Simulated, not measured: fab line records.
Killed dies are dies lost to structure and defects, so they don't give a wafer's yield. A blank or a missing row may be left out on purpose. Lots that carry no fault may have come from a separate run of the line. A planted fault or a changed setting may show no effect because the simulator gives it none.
fab line records || flow berkeleyCmos170
record {"lots": 6, "wafers": 18, "lastDay": 12}
route steps=331 shown PSD@180 NSD@187
lots with no fault: from the same line, run without faults
startH: hours from the record's first day to the start of the lot's first wafer shown || waitH: hours elapsed since this lot's preceding step || " repeats the value in the row above || L1.1+2: a row that stands for several wafers || - no value, or no start given || * or withheld: withheld || < > ~ a bound
route shown NAME@n: a module of which the file shows steps, and the number in the route of the first || usual: mean/standard deviation taken from wafers without a fault || same: alike in all rows || chamber/n: place in a boat || sites: the reading at each site || _std_site: standard deviation across them || _edge_site: the outer-site mean with the inner-site mean subtracted || radiusMm: for every site, how far away it sits from the centre of the wafer || mask NAME#n: copy n || behind: the tool/chamber that last shaped the wafer || hold: cause of the lot's hold/its duration in hours/its outcome || device: names the non-switching transistor (n, p or np) || end of line: tests run on the same wafers once the route is complete || step lacking rows: just its recipe || killed: dies that structure and defects cost at the first sort, which is not the same as the wafer's yield || map: dies across one wafer; x = killed, . = not, _ = none there
set.NAME: the setting the step ran with; set.NAME@STEP: the setting that earlier step ran with || model.NAME: the simulator's own value behind a step, which no gauge read
lots at selected steps of the route; one table per step, one row per wafer
services: when a tool's chamber went out of use (startH, in hours from the record's first day, below 0 if earlier), for how many hours, and the reason
## steps
# step UCB170_PSD_DEVELOP_05
# recipe {"developer": "TMAH", "developTimeS": 45, "resist": "KrF", "devTempC": 21}
# step UCB170_PSD_CD_MEAS_06
# recipe {"targetCdNm": 1200}
# usual {"cdNm": "1200.0/1.4"}
{"lot.wafer": "L106.1", "tool": "cdSem-01", "chamber": "-", "startH": 142.02, "waitH": "-", "cdNm": 1199.4}
{"lot.wafer": "L106.2", "tool": "cdSem-01", "chamber": "-", "startH": 142.02, "waitH": "-", "cdNm": 1199.7}
{"lot.wafer": "L106.3", "tool": "cdSem-01", "chamber": "-", "startH": 142.02, "waitH": "-", "cdNm": 1198.3}
{"lot.wafer": "L114.2", "tool": "cdSem-02", "chamber": "-", "startH": 200.86, "waitH": "-", "cdNm": 1199.6}
{"lot.wafer": "L114.3", "tool": "cdSem-02", "chamber": "-", "startH": 200.86, "waitH": "-", "cdNm": 1200.0}
{"lot.wafer": "L114.6", "tool": "cdSem-02", "chamber": "-", "startH": 200.86, "waitH": "-", "cdNm": 1200.2}
{"lot.wafer": "L116.1", "tool": "cdSem-02", "chamber": "-", "startH": 206.77, "waitH": "-", "cdNm": 1199.5}
{"lot.wafer": "L116.2", "tool": "cdSem-02", "chamber": "-", "startH": 206.77, "waitH": "-", "cdNm": 1201.2}
{"lot.wafer": "L116.4", "tool": "cdSem-02", "chamber": "-", "startH": 206.77, "waitH": "-", "cdNm": 1200.3}
{"lot.wafer": "L122.3", "tool": "cdSem-01", "chamber": "-", "startH": 242.59, "waitH": "-", "cdNm": 1201.9}
{"lot.wafer": "L122.5", "tool": "cdSem-01", "chamber": "-", "startH": 242.59, "waitH": "-", "cdNm": 1200.8}
{"lot.wafer": "L122.6", "tool": "cdSem-01", "chamber": "-", "startH": 242.59, "waitH": "-", "cdNm": 1200.7}
{"lot.wafer": "L124.2", "tool": "cdSem-02", "chamber": "-", "startH": 259.10, "waitH": "-", "cdNm": 1203.1}
{"lot.wafer": "L124.3", "tool": "cdSem-02", "chamber": "-", "startH": 259.10, "waitH": "-", "cdNm": 1201.9}
{"lot.wafer": "L124.5", "tool": "cdSem-02", "chamber": "-", "startH": 259.10, "waitH": "-", "cdNm": 1201.6}
{"lot.wafer": "L125.2", "tool": "cdSem-01", "chamber": "-", "startH": 259.37, "waitH": "-", "cdNm": 1198.7}
{"lot.wafer": "L125.4", "tool": "cdSem-01", "chamber": "-", "startH": 259.37, "waitH": "-", "cdNm": 1197.4}
{"lot.wafer": "L125.6", "tool": "cdSem-01", "chamber": "-", "startH": 259.37, "waitH": "-", "cdNm": 1199.1}
# step UCB170_PSD_OVL_MEAS_07
# usual {"PSD_OVL": "3/4.9"}
{"lot.wafer": "L106.1", "tool": "overlay-02", "chamber": "-", "startH": 142.14, "waitH": 0.1, "PSD_OVL[nm]": 2}
{"lot.wafer": "L106.2", "tool": "overlay-02", "chamber": "-", "startH": 142.14, "waitH": 0.1, "PSD_OVL[nm]": 3}
{"lot.wafer": "L106.3", "tool": "overlay-02", "chamber": "-", "startH": 142.14, "waitH": 0.1, "PSD_OVL[nm]": 0}
{"lot.wafer": "L114.2", "tool": "overlay-01", "chamber": "-", "startH": 200.96, "waitH": 0.1, "PSD_OVL[nm]": 6}
{"lot.wafer": "L114.3", "tool": "overlay-01", "chamber": "-", "startH": 200.96, "waitH": 0.1, "PSD_OVL[nm]": 5}
{"lot.wafer": "L114.6", "tool": "overlay-01", "chamber": "-", "startH": 200.96, "waitH": 0.1, "PSD_OVL[nm]": 0}
{"lot.wafer": "L116.1", "tool": "overlay-01", "chamber": "-", "startH": 206.89, "waitH": 0.1, "PSD_OVL[nm]": 3}
{"lot.wafer": "L116.2", "tool": "overlay-01", "chamber": "-", "startH": 206.89, "waitH": 0.1, "PSD_OVL[nm]": 6}
{"lot.wafer": "L116.4", "tool": "overlay-01", "chamber": "-", "startH": 206.89, "waitH": 0.1, "PSD_OVL[nm]": 8}
{"lot.wafer": "L122.3", "tool": "overlay-02", "chamber": "-", "startH": 242.68, "waitH": 0.1, "PSD_OVL[nm]": 11}
{"lot.wafer": "L122.5", "tool": "overlay-02", "chamber": "-", "startH": 242.68, "waitH": 0.1, "PSD_OVL[nm]": 5}
{"lot.wafer": "L122.6", "tool": "overlay-02", "chamber": "-", "startH": 242.68, "waitH": 0.1, "PSD_OVL[nm]": 9}
{"lot.wafer": "L124.2", "tool": "overlay-02", "chamber": "-", "startH": 259.20, "waitH": 0.1, "PSD_OVL[nm]": 4}
{"lot.wafer": "L124.3", "tool": "overlay-02", "chamber": "-", "startH": 259.20, "waitH": 0.1, "PSD_OVL[nm]": 6}
{"lot.wafer": "L124.5", "tool": "overlay-02", "chamber": "-", "startH": 259.20, "waitH": 0.1, "PSD_OVL[nm]": 6}
{"lot.wafer": "L125.2", "tool": "overlay-01", "chamber": "-", "startH": 259.48, "waitH": 0.1, "PSD_OVL[nm]": -3}
{"lot.wafer": "L125.4", "tool": "overlay-01", "chamber": "-", "startH": 259.48, "waitH": 0.1, "PSD_OVL[nm]": -4}
{"lot.wafer": "L125.6", "tool": "overlay-01", "chamber": "-", "startH": 259.48, "waitH": 0.1, "PSD_OVL[nm]": -3}
# step UCB170_PSD_IMPLANT_08
# recipe {"species": "B", "doseCm2": 3e+15, "energyKev": 20, "tiltDeg": 7}
# step UCB170_PSD_STRIP_09
# recipe {"chemistry": "O2", "powerW": 400, "pressureMtorr": 3500, "platenTempC": "withheld", "o2FlowSccm": 400, "overashFraction": 0.5}
# usual {"drypumpMotorCurrentA": "5.7/0.59", "oesProductAu": "0.600/0.0046", "stripTimeToEndpointS": "29.43/0.076"}
{"lot.wafer": "L106.1", "tool": "plasmaAsher-02", "chamber": 1, "startH": 142.33, "waitH": 0.1, "drypumpMotorCurrentA": 6.5, "oesProductAu": 0.595, "rfHoursCounterH": 3, "stripTimeToEndpointS": 29.32}
{"lot.wafer": "L106.2", "tool": "plasmaAsher-02", "chamber": 0, "startH": 142.33, "waitH": 0.1, "drypumpMotorCurrentA": 5.8, "oesProductAu": 0.599, "rfHoursCounterH": 3, "stripTimeToEndpointS": 29.36}
{"lot.wafer": "L106.3", "tool": "plasmaAsher-02", "chamber": 0, "startH": 142.33, "waitH": 0.1, "drypumpMotorCurrentA": 5.8, "oesProductAu": 0.597, "rfHoursCounterH": "-", "stripTimeToEndpointS": 29.29}
{"lot.wafer": "L114.2", "tool": "plasmaAsher-01", "chamber": 0, "startH": 201.14, "waitH": 0.1, "drypumpMotorCurrentA": 5.1, "oesProductAu": 0.599, "rfHoursCounterH": 53, "stripTimeToEndpointS": 29.23}
{"lot.wafer": "L114.3", "tool": "plasmaAsher-01", "chamber": 1, "startH": 201.14, "waitH": 0.1, "drypumpMotorCurrentA": 5.5, "oesProductAu": 0.602, "rfHoursCounterH": "-", "stripTimeToEndpointS": 29.36}
{"lot.wafer": "L114.6", "tool": "plasmaAsher-01", "chamber": 0, "startH": 201.14, "waitH": 0.1, "drypumpMotorCurrentA": 5.1, "oesProductAu": 0.605, "rfHoursCounterH": "-", "stripTimeToEndpointS": 29.32}
{"lot.wafer": "L116.1", "tool": "plasmaAsher-01", "chamber": 1, "startH": 207.08, "waitH": 0.1, "drypumpMotorCurrentA": 5.5, "oesProductAu": 0.595, "rfHoursCounterH": 54, "stripTimeToEndpointS": 29.50}
{"lot.wafer": "L116.2", "tool": "plasmaAsher-01", "chamber": 0, "startH": 207.08, "waitH": 0.1, "drypumpMotorCurrentA": 5.1, "oesProductAu": 0.601, "rfHoursCounterH": 54, "stripTimeToEndpointS": 29.51}
{"lot.wafer": "L116.4", "tool": "plasmaAsher-01", "chamber": 1, "startH": 207.08, "waitH": 0.1, "drypumpMotorCurrentA": 5.5, "oesProductAu": 0.593, "rfHoursCounterH": "-", "stripTimeToEndpointS": 29.46}
{"lot.wafer": "L122.3", "tool": "plasmaAsher-01", "chamber": 0, "startH": 242.88, "waitH": 0.1, "drypumpMotorCurrentA": 5.1, "oesProductAu": 0.598, "rfHoursCounterH": "-", "stripTimeToEndpointS": 29.34}
{"lot.wafer": "L122.5", "tool": "plasmaAsher-01", "chamber": 1, "startH": 242.88, "waitH": 0.1, "drypumpMotorCurrentA": 5.5, "oesProductAu": 0.597, "rfHoursCounterH": "-", "stripTimeToEndpointS": 29.44}
{"lot.wafer": "L122.6", "tool": "plasmaAsher-01", "chamber": 0, "startH": 242.88, "waitH": 0.1, "drypumpMotorCurrentA": 5.1, "oesProductAu": 0.594, "rfHoursCounterH": "-", "stripTimeToEndpointS": 29.36}
{"lot.wafer": "L124.2", "tool": "plasmaAsher-03", "chamber": 0, "startH": 259.38, "waitH": 0.1, "drypumpMotorCurrentA": 6.5, "oesProductAu": 0.603, "rfHoursCounterH": 43, "stripTimeToEndpointS": 29.45}
{"lot.wafer": "L124.3", "tool": "plasmaAsher-03", "chamber": 1, "startH": 259.38, "waitH": 0.1, "drypumpMotorCurrentA": 5.0, "oesProductAu": 0.596, "rfHoursCounterH": "-", "stripTimeToEndpointS": 29.37}
{"lot.wafer": "L124.5", "tool": "plasmaAsher-03", "chamber": 1, "startH": 259.38, "waitH": 0.1, "drypumpMotorCurrentA": 5.0, "oesProductAu": 0.598, "rfHoursCounterH": "-", "stripTimeToEndpointS": 29.44}
{"lot.wafer": "L125.2", "tool": "plasmaAsher-01", "chamber": 0, "startH": 259.66, "waitH": 0.1, "drypumpMotorCurrentA": 5.1, "oesProductAu": 0.605, "rfHoursCounterH": 59, "stripTimeToEndpointS": 29.45}
{"lot.wafer": "L125.4", "tool": "plasmaAsher-01", "chamber": 0, "startH": 259.66, "waitH": 0.1, "drypumpMotorCurrentA": 5.1, "oesProductAu": 0.602, "rfHoursCounterH": "-", "stripTimeToEndpointS": 29.46}
{"lot.wafer": "L125.6", "tool": "plasmaAsher-01", "chamber": 1, "startH": 259.66, "waitH": 0.1, "drypumpMotorCurrentA": 5.5, "oesProductAu": 0.594, "rfHoursCounterH": "-", "stripTimeToEndpointS": 29.44}
# step UCB170_PSD_TW_MEAS_10
# usual {"PSD_TW": "2332/34"}
{"lot.wafer": "L106.1", "tool": "filmMetro-02", "chamber": "-", "startH": 142.43, "waitH": 0.1, "PSD_TW": 2288}
{"lot.wafer": "L106.2", "tool": "filmMetro-02", "chamber": "-", "startH": 142.43, "waitH": 0.1, "PSD_TW": 2286}
{"lot.wafer": "L106.3", "tool": "filmMetro-02", "chamber": "-", "startH": 142.43, "waitH": 0.1, "PSD_TW": 2287}
{"lot.wafer": "L114.2", "tool": "filmMetro-02", "chamber": "-", "startH": 201.25, "waitH": 0.1, "PSD_TW": 2274}
{"lot.wafer": "L114.3", "tool": "filmMetro-02", "chamber": "-", "startH": 201.25, "waitH": 0.1, "PSD_TW": 2282}
{"lot.wafer": "L114.6", "tool": "filmMetro-02", "chamber": "-", "startH": 201.25, "waitH": 0.1, "PSD_TW": 2276}
{"lot.wafer": "L116.1", "tool": "filmMetro-02", "chamber": "-", "startH": 207.18, "waitH": 0.1, "PSD_TW": 2291}
{"lot.wafer": "L116.2", "tool": "filmMetro-02", "chamber": "-", "startH": 207.18, "waitH": 0.1, "PSD_TW": 2284}
{"lot.wafer": "L116.4", "tool": "filmMetro-02", "chamber": "-", "startH": 207.18, "waitH": 0.1, "PSD_TW": 2291}
{"lot.wafer": "L122.3", "tool": "filmMetro-04", "chamber": "-", "startH": 242.97, "waitH": 0.1, "PSD_TW": 2335}
{"lot.wafer": "L122.5", "tool": "filmMetro-04", "chamber": "-", "startH": 242.97, "waitH": 0.1, "PSD_TW": 2341}
{"lot.wafer": "L122.6", "tool": "filmMetro-04", "chamber": "-", "startH": 242.97, "waitH": 0.1, "PSD_TW": 2336}
{"lot.wafer": "L124.2", "tool": "filmMetro-02", "chamber": "-", "startH": 259.49, "waitH": 0.1, "PSD_TW": 2319}
{"lot.wafer": "L124.3", "tool": "filmMetro-02", "chamber": "-", "startH": 259.49, "waitH": 0.1, "PSD_TW": 2311}
{"lot.wafer": "L124.5", "tool": "filmMetro-02", "chamber": "-", "startH": 259.49, "waitH": 0.1, "PSD_TW": 2308}
{"lot.wafer": "L125.2", "tool": "filmMetro-04", "chamber": "-", "startH": 259.77, "waitH": 0.1, "PSD_TW": 2334}
{"lot.wafer": "L125.4", "tool": "filmMetro-04", "chamber": "-", "startH": 259.77, "waitH": 0.1, "PSD_TW": 2331}
{"lot.wafer": "L125.6", "tool": "filmMetro-04", "chamber": "-", "startH": 259.77, "waitH": 0.1, "PSD_TW": 2342}
# step UCB170_PSD_CLEAN_11
# recipe {"chemistry": "SPM", "tempC": 120, "timeS": 600}
# step UCB170_NSD_HMDS_00
# recipe {"primeTimeS": 60, "primeTempC": 100}
# step UCB170_NSD_COAT_01
# recipe {"resist": "KrF", "spinRpm": 1500, "resistThkNm": 900}
# step UCB170_NSD_SOFTBAKE_02
# recipe {"resist": "KrF", "tempC": 130, "timeS": 60}
# step UCB170_NSD_EXPOSE_03
# recipe {"maskId": "NSELECT_MOD", "na": 0.5, "sigmaOuter": 0.6, "sourceShape": "conventional", "targetCdNm": 1200, "doseMj": 30}
# step UCB170_NSD_PEB_04
# recipe {"pebTempC": 130, "pebTimeS": "withheld", "resist": "KrF"}
# step UCB170_NSD_DEVELOP_05
# recipe {"developer": "TMAH", "developTimeS": 45, "resist": "KrF", "devTempC": 21}
# usual {"chillPlateTempC": "23.01/0.11", "developTimeS": "45/0"}
{"lot.wafer": "L106.1", "tool": "lithoTrack-04", "chamber": 0, "startH": 143, "waitH": "-", "chillPlateTempC": 22.99, "developTimeS": 45, "model.KrF_of_NSD_COAT_01.thkNm": 886.6}
{"lot.wafer": "L106.2", "tool": "lithoTrack-04", "chamber": 0, "startH": 144, "waitH": "-", "chillPlateTempC": 23.05, "developTimeS": 45, "model.KrF_of_NSD_COAT_01.thkNm": 887.6}
{"lot.wafer": "L106.3", "tool": "lithoTrack-04", "chamber": 0, "startH": 144, "waitH": "-", "chillPlateTempC": 22.94, "developTimeS": 45, "model.KrF_of_NSD_COAT_01.thkNm": 882.5}
{"lot.wafer": "L114.2", "tool": "lithoTrack-01", "chamber": "-", "startH": 204, "waitH": "-", "chillPlateTempC": "-", "developTimeS": "-", "model.KrF_of_NSD_COAT_01.thkNm": 901.8}
{"lot.wafer": "L114.3", "tool": "lithoTrack-01", "chamber": "-", "startH": 204, "waitH": "-", "chillPlateTempC": "-", "developTimeS": "-", "model.KrF_of_NSD_COAT_01.thkNm": 903.1}
{"lot.wafer": "L114.6", "tool": "lithoTrack-01", "chamber": "-", "startH": 204, "waitH": "-", "chillPlateTempC": "-", "developTimeS": "-", "model.KrF_of_NSD_COAT_01.thkNm": 902.3}
{"lot.wafer": "L116.1", "tool": "lithoTrack-04", "chamber": "-", "startH": 208, "waitH": "-", "chillPlateTempC": "-", "developTimeS": "-", "model.KrF_of_NSD_COAT_01.thkNm": 899.4}
{"lot.wafer": "L116.2", "tool": "lithoTrack-04", "chamber": "-", "startH": 208, "waitH": "-", "chillPlateTempC": "-", "developTimeS": "-", "model.KrF_of_NSD_COAT_01.thkNm": 899.3}
{"lot.wafer": "L116.4", "tool": "lithoTrack-04", "chamber": "-", "startH": 208, "waitH": "-", "chillPlateTempC": "-", "developTimeS": "-", "model.KrF_of_NSD_COAT_01.thkNm": 901.2}
{"lot.wafer": "L122.3", "tool": "lithoTrack-01", "chamber": 0, "startH": 244, "waitH": "-", "chillPlateTempC": 22.91, "developTimeS": 45, "model.KrF_of_NSD_COAT_01.thkNm": 887.5}
{"lot.wafer": "L122.5", "tool": "lithoTrack-01", "chamber": 0, "startH": 244, "waitH": "-", "chillPlateTempC": 22.84, "developTimeS": 45, "model.KrF_of_NSD_COAT_01.thkNm": 886.5}
{"lot.wafer": "L122.6", "tool": "lithoTrack-01", "chamber": 0, "startH": 244, "waitH": "-", "chillPlateTempC": 22.79, "developTimeS": 45, "model.KrF_of_NSD_COAT_01.thkNm": 885.9}
{"lot.wafer": "L124.2", "tool": "lithoTrack-01", "chamber": 0, "startH": 260, "waitH": "-", "chillPlateTempC": 22.94, "developTimeS": 45, "model.KrF_of_NSD_COAT_01.thkNm": 888.6}
{"lot.wafer": "L124.3", "tool": "lithoTrack-01", "chamber": 0, "startH": 260, "waitH": "-", "chillPlateTempC": 23.03, "developTimeS": 45, "model.KrF_of_NSD_COAT_01.thkNm": 882.7}
{"lot.wafer": "L124.5", "tool": "lithoTrack-01", "chamber": 0, "startH": 260, "waitH": "-", "chillPlateTempC": 22.86, "developTimeS": 45, "model.KrF_of_NSD_COAT_01.thkNm": 883.9}
{"lot.wafer": "L125.2", "tool": "lithoTrack-01", "chamber": 0, "startH": 261, "waitH": "-", "chillPlateTempC": 23.10, "developTimeS": 45, "model.KrF_of_NSD_COAT_01.thkNm": 883.6}
{"lot.wafer": "L125.4", "tool": "lithoTrack-01", "chamber": 0, "startH": 261, "waitH": "-", "chillPlateTempC": 23.18, "developTimeS": 45, "model.KrF_of_NSD_COAT_01.thkNm": 885.7}
{"lot.wafer": "L125.6", "tool": "lithoTrack-01", "chamber": 0, "startH": 261, "waitH": "-", "chillPlateTempC": 23.13, "developTimeS": 45, "model.KrF_of_NSD_COAT_01.thkNm": 886.4}
# step UCB170_NSD_CD_MEAS_06
# recipe {"targetCdNm": 1200}
# usual {"cdNm": "1199.7/1.4"}
{"lot.wafer": "L106.1", "tool": "cdSem-02", "chamber": "-", "startH": 144.11, "waitH": "-", "cdNm": 1197.5}
{"lot.wafer": "L106.2", "tool": "cdSem-02", "chamber": "-", "startH": 144.11, "waitH": "-", "cdNm": 1197.7}
{"lot.wafer": "L106.3", "tool": "cdSem-02", "chamber": "-", "startH": 144.11, "waitH": "-", "cdNm": 1197.0}
{"lot.wafer": "L114.2", "tool": "cdSem-01", "chamber": "-", "startH": 204.86, "waitH": "-", "cdNm": "-"}
{"lot.wafer": "L114.3", "tool": "cdSem-01", "chamber": "-", "startH": 204.86, "waitH": "-", "cdNm": "-"}
{"lot.wafer": "L114.6", "tool": "cdSem-01", "chamber": "-", "startH": 204.86, "waitH": "-", "cdNm": "-"}
{"lot.wafer": "L116.1", "tool": "cdSem-01", "chamber": "-", "startH": 208.56, "waitH": "-", "cdNm": "-"}
{"lot.wafer": "L116.2", "tool": "cdSem-01", "chamber": "-", "startH": 208.56, "waitH": "-", "cdNm": "-"}
{"lot.wafer": "L116.4", "tool": "cdSem-01", "chamber": "-", "startH": 208.56, "waitH": "-", "cdNm": "-"}
{"lot.wafer": "L122.3", "tool": "cdSem-02", "chamber": "-", "startH": 244.19, "waitH": "-", "cdNm": 1199.3}
{"lot.wafer": "L122.5", "tool": "cdSem-02", "chamber": "-", "startH": 244.19, "waitH": "-", "cdNm": 1199.0}
{"lot.wafer": "L122.6", "tool": "cdSem-02", "chamber": "-", "startH": 244.19, "waitH": "-", "cdNm": 1197.4}
{"lot.wafer": "L124.2", "tool": "cdSem-01", "chamber": "-", "startH": 261.00, "waitH": "-", "cdNm": 1199.0}
{"lot.wafer": "L124.3", "tool": "cdSem-01", "chamber": "-", "startH": 261.00, "waitH": "-", "cdNm": 1199.5}
{"lot.wafer": "L124.5", "tool": "cdSem-01", "chamber": "-", "startH": 261.00, "waitH": "-", "cdNm": 1200.1}
{"lot.wafer": "L125.2", "tool": "cdSem-01", "chamber": "-", "startH": 261.26, "waitH": "-", "cdNm": 1202.0}
{"lot.wafer": "L125.4", "tool": "cdSem-01", "chamber": "-", "startH": 261.26, "waitH": "-", "cdNm": 1200.7}
{"lot.wafer": "L125.6", "tool": "cdSem-01", "chamber": "-", "startH": 261.26, "waitH": "-", "cdNm": 1201.6}
## services
{"tool": "plasmaAsher-01", "chamber": "-", "startH": 121.54, "hours": 14.6, "kind": "pm"}
{"tool": "plasmaAsher-02", "chamber": "-", "startH": 248.15, "hours": 7.4, "kind": "repair"}
## key
firstSign {"step": "UCB170_NSD_DEVELOP_05", "reading": "toolRecord", "direction": "missing"}
effect none on later readings
modelEffect {"step": "UCB170_NSD_DEVELOP_05", "value": "KrF_of_NSD_COAT_01.thkNm", "without": 887, "struck": 901.2}
metAt UCB170_NSD_DEVELOP_05
struckWafers L114.2,L114.3,L114.6,L116.1,L116.2,L116.4
sortLeftOut L114.2,L114.3,L114.6,L116.1,L116.2,L116.4
testerLeftOut L114,L116
earlierFault {"kind": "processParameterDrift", "tool": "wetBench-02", "chamber": 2, "onsetH": 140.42, "steps": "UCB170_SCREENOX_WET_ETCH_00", "channel": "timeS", "offset": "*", "shape": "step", "endH": 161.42, "actsIn": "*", "stated": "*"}
fault {"kind": "skippedStepWhole", "tool": "lithoTrack-01,lithoTrack-04", "chamber": "-", "onsetH": 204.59, "steps": "UCB170_NSD_DEVELOP_05", "scope": "struckLotsOnly"}
# testerLeftOut: of these lots the tester's yield and bins aren't shown, on N5 and GAA mostly nor the transistor test; their killed dies are dies lost to structure and defects alone, not to doping, threshold or leakage, so they don't give the yield
# sortLeftOut: the simulated sort isn't trusted on such a fault, so these wafers' sort isn't shown, and their yield isn't known
